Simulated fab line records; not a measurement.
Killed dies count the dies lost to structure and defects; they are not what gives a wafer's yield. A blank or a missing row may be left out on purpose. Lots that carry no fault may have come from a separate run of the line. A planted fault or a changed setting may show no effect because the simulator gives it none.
What tool caused it? + flow berkeley cmos170 + Sampling: 14 lots, 42 wafers, 7 of 331 route steps

== WHAT EACH GAUGE READ, for each wafer ==
UCB170_SDANNEAL_RS_MEAS_02: the measuring method here is four-point-probe. Usual: for PSD_RS the level is 75.56 ohm/sq and the standard deviation is 0.27.
| lot  | measured     | on            | PSD_RS (ohm/sq)   | flag |
|------|--------------|---------------|-------------------|------|
| L778 | day 8 06:10  | film metro-04 | 75.32 75.78 75.39 |      |
| L779 | day 8 18:24  | film metro-04 | 75.60 75.72 75.50 |      |
| L780 | day 8 19:10  | film metro-04 | 75.31 75.24 75.30 |      |
| L782 | day 8 19:35  | film metro-03 | 75.68 75.78 75.78 |      |
| L781 | day 8 20:02  | film metro-02 | 75.27 75.52 75.40 |      |
| L784 | day 9 20:26  | film metro-02 | 75.58 75.55 76.04 |      |
| L785 | day 9 20:54  | film metro-04 | 75.23 75.36 75.44 |      |
| L786 | day 9 20:56  | film metro-03 | 75.48 75.32 75.33 |      |
| L789 | day 10 15:16 | film metro-03 | 75.51 75.45 75.88 |      |
| L791 | day 11 03:04 | film metro-04 | 65.07 65.37 65.28 | OFF  |
| L793 | day 11 03:27 | film metro-02 | 65.10 65.14 65.19 | OFF  |
| L798 | day 12 06:41 | film metro-03 | 76.01 75.55 76.10 |      |
| L797 | day 12 07:18 | film metro-03 | 75.25 75.38 75.70 |      |
| L801 | day 12 17:05 | film metro-04 | 75.52 75.57 75.52 |      |

UCB170_SDANNEAL_RS_MEAS_03: the measuring method here is four-point-probe. Usual: for NSD_RS the level is 37.29 ohm/sq and the standard deviation is 0.072.
| lot  | measured     | on            | NSD_RS (ohm/sq)   | flag |
|------|--------------|---------------|-------------------|------|
| L778 | day 8 06:17  | film metro-04 | 37.24 37.30 37.24 |      |
| L779 | day 8 18:31  | film metro-04 | 37.27 37.16 37.18 |      |
| L780 | day 8 19:17  | film metro-04 | 37.28 37.28 37.25 |      |
| L782 | day 8 19:43  | film metro-03 | 37.31 37.30 37.34 |      |
| L781 | day 8 20:09  | film metro-02 | 37.40 37.35 37.39 |      |
| L784 | day 9 20:33  | film metro-02 | 37.35 37.37 37.39 |      |
| L785 | day 9 21:01  | film metro-04 | 37.24 37.24 37.17 |      |
| L786 | day 9 21:04  | film metro-03 | 37.33 37.29 37.24 |      |
| L789 | day 10 15:23 | film metro-03 | 37.42 37.32 37.44 |      |
| L791 | day 11 03:11 | film metro-04 | 35.69 35.69 35.65 | OFF  |
| L793 | day 11 03:34 | film metro-02 | 35.75 35.78 35.79 | OFF  |
| L798 | day 12 06:48 | film metro-03 | 37.26 37.31 37.31 |      |
| L797 | day 12 07:25 | film metro-03 | 37.32 37.27 37.43 |      |
| L801 | day 12 17:12 | film metro-04 | 37.18 37.29 37.36 |      |

UCB170_SDANNEAL_RS_MEAS_04: the measuring method here is four-point-probe. Usual: for PLDD_RS the level is 1031.9 ohm/sq and the standard deviation is 2.4.
| lot  | measured     | on            | PLDD_RS (ohm/sq)     | flag |
|------|--------------|---------------|----------------------|------|
| L778 | day 8 06:24  | film metro-04 | 1031.9 1031.3 1029.9 |      |
| L779 | day 8 18:38  | film metro-04 | 1030.8 1029.4 1031.1 |      |
| L780 | day 8 19:24  | film metro-04 | 1033.4 1034.5 1032.8 |      |
| L782 | day 8 19:50  | film metro-03 | 1034.8 1033.8 1034.1 |      |
| L781 | day 8 20:16  | film metro-02 | 1035.0 1033.2 1032.6 |      |
| L784 | day 9 20:40  | film metro-02 | 1032.7 1034.7 1031.9 |      |
| L785 | day 9 21:08  | film metro-04 | 1031.3 1034.0 1030.6 |      |
| L786 | day 9 21:11  | film metro-03 | 1033.0 1033.1 1030.9 |      |
| L789 | day 10 15:31 | film metro-03 | 1027.9 1026.9 1033.9 |      |
| L791 | day 11 03:19 | film metro-04 | 1010.3 1011.3 1011.4 | OFF  |
| L793 | day 11 03:41 | film metro-02 | 1009.4 1009.4 1009.5 | OFF  |
| L798 | day 12 06:55 | film metro-03 | 1033.1 1030.6 1031.8 |      |
| L797 | day 12 07:32 | film metro-03 | 1029.5 1032.6 1034.1 |      |
| L801 | day 12 17:19 | film metro-04 | 1026.4 1029.4 1029.7 |      |

UCB170_V2_THK_MEAS_04. Usual: for V2_POLISHED_THK the level is 999.7 nm and the standard deviation is 1.4.
| lot  | measured     | on            | V2_POLISHED_THK (nm) | flag |
|------|--------------|---------------|----------------------|------|
| L778 | day 8 21:05  | film metro-03 | 1000.6 999.1 1001.0  |      |
| L779 | day 9 15:11  | film metro-03 | 998.2 999.6 998.7    |      |
| L780 | day 9 17:26  | film metro-02 | 1001.5 998.2 1001.1  |      |
| L782 | day 9 17:01  | film metro-02 | 1000.0 997.4 999.8   |      |
| L781 | day 9 18:00  | film metro-01 | 999.4 998.7 1001.4   |      |
| L784 | day 10 17:38 | film metro-03 | 1001.9 1000.2 1002.0 |      |
| L785 | day 10 13:28 | film metro-01 | 999.4 1001.2 1000.6  |      |
| L786 | day 10 16:58 | film metro-03 | 1001.0 999.1 998.6   |      |
| L789 | day 11 07:15 | film metro-03 | 1003.2 1001.2 999.2  |      |
| L791 | day 11 17:56 | film metro-02 | 999.6 999.0 998.2    |      |
| L793 | day 11 22:02 | film metro-03 | 999.1 1000.1 998.7   |      |
| L798 | day 12 23:40 | film metro-01 | 998.0 999.6 1000.2   |      |
| L797 | day 13 02:25 | film metro-02 | 997.9 1000.7 997.9   |      |
| L801 | day 13 09:32 | film metro-03 | 996.5 1000.9 997.7   |      |

UCB170_M3_THK_MEAS_03: measures by xrf. Usual: for M3_AL_THK the level is 874 nm and the standard deviation is 12.
| lot  | measured     | on            | M3_AL_THK (nm) | flag |
|------|--------------|---------------|----------------|------|
| L778 | day 9 00:32  | film metro-04 | 882 863 872    |      |
| L779 | day 9 17:27  | film metro-04 | 878 873 864    |      |
| L780 | day 9 19:51  | film metro-03 | 879 879 888    |      |
| L782 | day 9 19:15  | film metro-04 | 881 876 884    |      |
| L781 | day 9 20:25  | film metro-04 | 883 874 891    |      |
| L784 | day 10 19:46 | film metro-03 | 872 873 869    |      |
| L785 | day 10 16:50 | film metro-02 | 849 861 867    |      |
| L786 | day 10 18:52 | film metro-04 | 893 896 890    |      |
| L789 | day 11 09:31 | film metro-03 | 869 882 891    |      |
| L791 | day 11 19:58 | film metro-03 | 888 891 897    |      |
| L793 | day 12 00:26 | film metro-02 | 875 872 882    |      |
| L798 | day 13 01:43 | film metro-03 | 872 866 882    |      |
| L797 | day 13 04:23 | film metro-02 | 871 836 860    |      |
| L801 | day 13 11:36 | film metro-02 | 873 870 879    |      |

UCB170_M3_CD_MEAS_90: target cd 700 nm. Usual: cd nm reads 701 nm (standard deviation 3.1).
| lot  | measured     | on        | cd nm (nm)  | flag |
|------|--------------|-----------|-------------|------|
| L778 | day 9 02:47  | cd sem-01 | 707 708 702 |      |
| L779 | day 9 20:35  | cd sem-02 | 704 705 696 |      |
| L780 | day 9 22:32  | cd sem-02 | 698 700 701 |      |
| L782 | day 9 22:02  | cd sem-02 | 701 705 700 |      |
| L781 | day 9 23:13  | cd sem-02 | 697 706 700 |      |
| L784 | day 10 22:31 | cd sem-01 | 702 699 703 |      |
| L785 | day 10 19:11 | cd sem-01 | 704 701 703 |      |
| L786 | day 10 21:02 | cd sem-01 | 697 700 700 |      |
| L789 | day 11 11:46 | cd sem-02 | 701 702 697 |      |
| L791 | day 11 22:16 | cd sem-01 | 701 699 696 |      |
| L793 | day 12 02:57 | cd sem-02 | 704 701 703 |      |
| L798 | day 13 03:55 | cd sem-01 | 697 695 698 |      |
| L797 | day 13 08:02 | cd sem-01 | 700 704 699 |      |
| L801 | day 13 14:18 | cd sem-02 | 697 699 700 |      |

== WHICH TOOL RAN EACH LOT (tool, then ch and the chambers of the sampled wafers, then the start) ==
| lot  | UCB170_SDANNEAL_RTA_01           |
|------|----------------------------------|
| L778 | rtp anneal-02 ch 0, day 8 06:02  |
| L779 | rtp anneal-02 ch 0, day 8 18:21  |
| L780 | rtp anneal-01 ch 0, day 8 19:06  |
| L782 | rtp anneal-01 ch 0, day 8 19:31  |
| L781 | rtp anneal-02 ch 0, day 8 19:57  |
| L784 | rtp anneal-01 ch 0, day 9 20:22  |
| L785 | rtp anneal-02 ch 0, day 9 20:50  |
| L786 | rtp anneal-01 ch 0, day 9 20:53  |
| L789 | rtp anneal-02 ch 0, day 10 15:12 |
| L791 | rtp anneal-02 ch 0, day 11 03:00 |
| L793 | rtp anneal-02 ch 0, day 11 03:23 |
| L798 | rtp anneal-01 ch 0, day 12 06:36 |
| L797 | rtp anneal-01 ch 0, day 12 07:14 |
| L801 | rtp anneal-01 ch 0, day 12 17:01 |
- UCB170_SDANNEAL_RTA_01: time 5 s.

== AS READ BY THE TOOLS THEMSELVES (means over the sampled wafers that have a number; for cases with no such wafer, the mark the record gives instead) ==
UCB170_SDANNEAL_RTA_01. Usual: lamp power pct 34.1 %, standard deviation 0.46; wafer_temp_C_max 1055.1, standard deviation 1.3.
| lot  | tool          | lamp power pct (%) | wafer_temp_C_max | flag |
|------|---------------|--------------------|------------------|------|
| L778 | rtp anneal-02 | 34.5               | 1053.5           |      |
| L779 | rtp anneal-02 | 34.5               | 1055.1           |      |
| L780 | rtp anneal-01 | 33.6               | 1055.9           |      |
| L782 | rtp anneal-01 | 33.6               | 1056.8           |      |
| L781 | rtp anneal-02 | 34.5               | 1053.7           |      |
| L784 | rtp anneal-01 | 33.6               | 1055.7           |      |
| L785 | rtp anneal-02 | 34.5               | 1053.5           |      |
| L786 | rtp anneal-01 | 33.6               | 1056.2           |      |
| L789 | rtp anneal-02 | 34.5               | 1054.2           |      |
| L791 | rtp anneal-02 | 36.8               | 1079.7           | OFF  |
| L793 | rtp anneal-02 | 36.8               | 1079.3           | OFF  |
| L798 | rtp anneal-01 | 33.6               | 1056.6           |      |
| L797 | rtp anneal-01 | 33.6               | 1055.9           |      |
| L801 | rtp anneal-01 | 33.6               | 1056.0           |      |

== THE ANSWER, worked out from the rows above alone ==
Rule: take the mean of a lot's wafers that have a number; if it is more than 3 standard deviations from the usual mean, the lot is off. A lot without any number at a reading at which 4 lots or more have one is off too. Any other lot the step has rows for is counted as sound. The gauges are gone through in route order, then the tools' own readings, and for those a lot's mean is taken as printed above. At the first step where some lot is off, the reading lying furthest off is the one used; lots without a number count as furthest.
Off: at UCB170_SDANNEAL_RS_MEAS_02 (PSD_RS), L791, L793.
A tool fits if, at a process step before that reading, it ran every lot that is off, and no sound lot after the first of them. Not tried: the gauges at UCB170_SDANNEAL_RS_MEAS_02; whatever is off there is also off at UCB170_SDANNEAL_RTA_01, on other tools, and gauge error can't account for it. One fits: rtp anneal-02 at UCB170_SDANNEAL_RTA_01. Its last sound lot is L789 (day 10 15:12), its first lot that is off L791 (day 11 03:00): a fault that began between those two fits.
The tool's own readings at UCB170_SDANNEAL_RTA_01 bear it out: on the lots that are off they differ by more than 5 times the standard deviation of the sound lots' means. lamp power pct reads 36.8 % there against 34.0 % on the sound lots; wafer_temp_C_max reads 1079.5 there against 1055.3 on the sound lots.

== WHAT THE SIMULATOR PUT IN ==
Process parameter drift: rtp anneal-02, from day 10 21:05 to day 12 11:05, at UCB170_SDANNEAL_RTA_01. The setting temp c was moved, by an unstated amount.
Shown lots that were struck: L791, L793. This agrees with what the rule above found.
